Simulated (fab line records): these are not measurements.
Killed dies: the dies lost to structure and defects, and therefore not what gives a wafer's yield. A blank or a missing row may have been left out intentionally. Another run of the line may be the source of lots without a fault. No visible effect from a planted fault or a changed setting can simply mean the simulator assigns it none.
The tool behind it: which one? + flow rit cmos + 39 wafers from 13 lots sampled at 2 of the route's 202 steps

== WHAT THE GAUGES SHOWED, per wafer ==
RIT_GATE_THK_MEAS_09.
| lot  | measured    | on            | GATE_POLY_THK (nm) |
|------|-------------|---------------|--------------------|
| L566 | day 2 17:23 | film metro-04 | 250.1 249.0 251.6  |
| L567 | day 2 18:59 | film metro-02 | 251.4 254.3 251.2  |
| L568 | day 3 00:40 | film metro-02 | 247.0 245.9 247.5  |
| L569 | day 3 05:01 | film metro-03 | 250.4 253.7 248.7  |
| L571 | day 3 13:21 | film metro-03 | 249.2 249.8 250.1  |
| L572 | day 3 18:03 | film metro-02 | 248.6 249.3 247.6  |
| L573 | day 4 02:48 | film metro-02 | 250.9 251.6 250.9  |
| L575 | day 4 09:28 | film metro-03 | 169.1 168.9 168.2  |
| L578 | day 4 23:44 | film metro-04 | 252.2 251.5 251.4  |
| L582 | day 6 02:30 | film metro-02 | 253.9 249.4 249.4  |
| L587 | day 7 04:56 | film metro-03 | 249.0 249.1 248.9  |
| L588 | day 7 09:18 | film metro-03 | 250.4 251.6 251.4  |
| L589 | day 7 14:16 | film metro-02 | 251.4 250.9 249.9  |

== WHAT TOOL EACH LOT RAN ON (gives the tool, then ch and the chambers of the sampled wafers, and finally the start) ==
| lot  | RIT_GATE_CVD_08            |
|------|----------------------------|
| L566 | lpcvd-02 ch 0, day 2 15:45 |
| L567 | lpcvd-02 ch 1, day 2 17:22 |
| L568 | lpcvd-02 ch 1, day 2 22:14 |
| L569 | lpcvd-01 ch 1, day 3 03:23 |
| L571 | lpcvd-02 ch 0, day 3 11:44 |
| L572 | lpcvd-01 ch 1, day 3 16:26 |
| L573 | lpcvd-02 ch 1, day 4 01:11 |
| L575 | lpcvd-02 ch 1, day 4 07:50 |
| L578 | lpcvd-01 ch 0, day 4 22:07 |
| L582 | lpcvd-01 ch 0, day 6 00:04 |
| L587 | lpcvd-01 ch 1, day 7 02:29 |
| L588 | lpcvd-01 ch 1, day 7 07:41 |
| L589 | lpcvd-01 ch 1, day 7 12:38 |
- RIT_GATE_CVD_08: deposits poly-Si from SiH4, target thk 250 nm, time 2220 s.

== WHAT THE TOOLS THEMSELVES READ (means of the sampled wafers that have a number; where no wafer has one, the mark that the record gives instead) ==
The record holds no such reading with a usual standard deviation.

== THE ANSWER, worked out from the rows above alone ==
Rule: the usual values come from the lots themselves. The widest of any qualifying gaps counts: lots, ordered by their means at a reading, are off when they make up no more than a third of the lots, leave a main group of 4 or more, and stand apart from it by 3 or more times the standard deviation of that group's means. A main group is skipped when, at the precision printed for the reading in the tables above, its means are all equal. A lot without any number at a reading at which 4 lots or more have one is off too. Where the step has rows for the other lots, those lots are counted as sound. Order of review: gauges by route order, followed by the tools' own readings, for which a lot's mean as printed above is used. The first step at which some lot is off is used, and at that step the reading that is off furthest; a lot without a number counts as furthest.
Off: L575, seen at RIT_GATE_THK_MEAS_09 (GATE_POLY_THK). The main group: mean 250.3 nm, standard deviation 1.5.
If a tool, at a process step before that reading, ran all the lots that are off and no sound lot after the first of them, it fits. Gauges at RIT_GATE_THK_MEAS_09: tried the same way as those tools. One fits: lpcvd-02 at RIT_GATE_CVD_08. Its last sound lot is L573 (day 4 01:11), its first lot that is off L575 (day 4 07:50): a fault that began between those two fits.

== WHAT HAD BEEN PUT IN BY THE SIMULATOR ==
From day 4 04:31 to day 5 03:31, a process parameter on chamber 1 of lpcvd-02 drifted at RIT_GATE_CVD_08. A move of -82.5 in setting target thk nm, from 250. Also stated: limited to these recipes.
Shown lots that were struck: L575. This agrees with what the rule above found.
